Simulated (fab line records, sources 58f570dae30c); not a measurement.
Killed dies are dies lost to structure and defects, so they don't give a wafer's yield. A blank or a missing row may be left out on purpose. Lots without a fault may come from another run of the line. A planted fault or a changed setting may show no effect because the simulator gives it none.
Which tool did it? | flow berkeley_cmos170 | 7 lots, 21 wafers sampled, at 1 step of a route of 331

WHAT THE GAUGES READ, wafer by wafer
UCB170_CONTACT_THK_MEAS_02.
lot  | measured     | on            | CONTACT_PSG_THK (nm)
L214 | day 7 10:32  | film_metro-03 | 697 701 702
L213 | day 7 11:35  | film_metro-02 | 697 695 702
L215 | day 8 11:35  | film_metro-01 | 699 707 701
L219 | day 9 06:43  | film_metro-02 | 696 689 689
L229 | day 10 18:43 | film_metro-02 | 694 699 698
L231 | day 11 12:55 | film_metro-03 | 702 695 695
L233 | day 11 14:28 | film_metro-01 | 694 695 696

WHICH TOOL RAN EACH LOT (tool, then ch and the chambers of the sampled wafers, then the start)
The record holds no process step before these readings.

THE ANSWER, worked out from the rows above alone
Rule: what is usual is taken from the lots themselves. Put in order of their means at a reading, lots are off if they are a third of the lots or fewer, leave a main group of 4 or more, and stand apart from it by a gap of 3 or more times the standard deviation of the main group's means; of several such gaps the widest counts. A main group whose means are all the same, to the digits that the tables above print for the reading, isn't used. A lot without any number at a reading at which 4 lots or more have one is off too. The other lots that the step has rows for count as sound.
No lot is off at any reading shown: from this, nothing can be told.

WHAT THE SIMULATOR HAD PUT IN
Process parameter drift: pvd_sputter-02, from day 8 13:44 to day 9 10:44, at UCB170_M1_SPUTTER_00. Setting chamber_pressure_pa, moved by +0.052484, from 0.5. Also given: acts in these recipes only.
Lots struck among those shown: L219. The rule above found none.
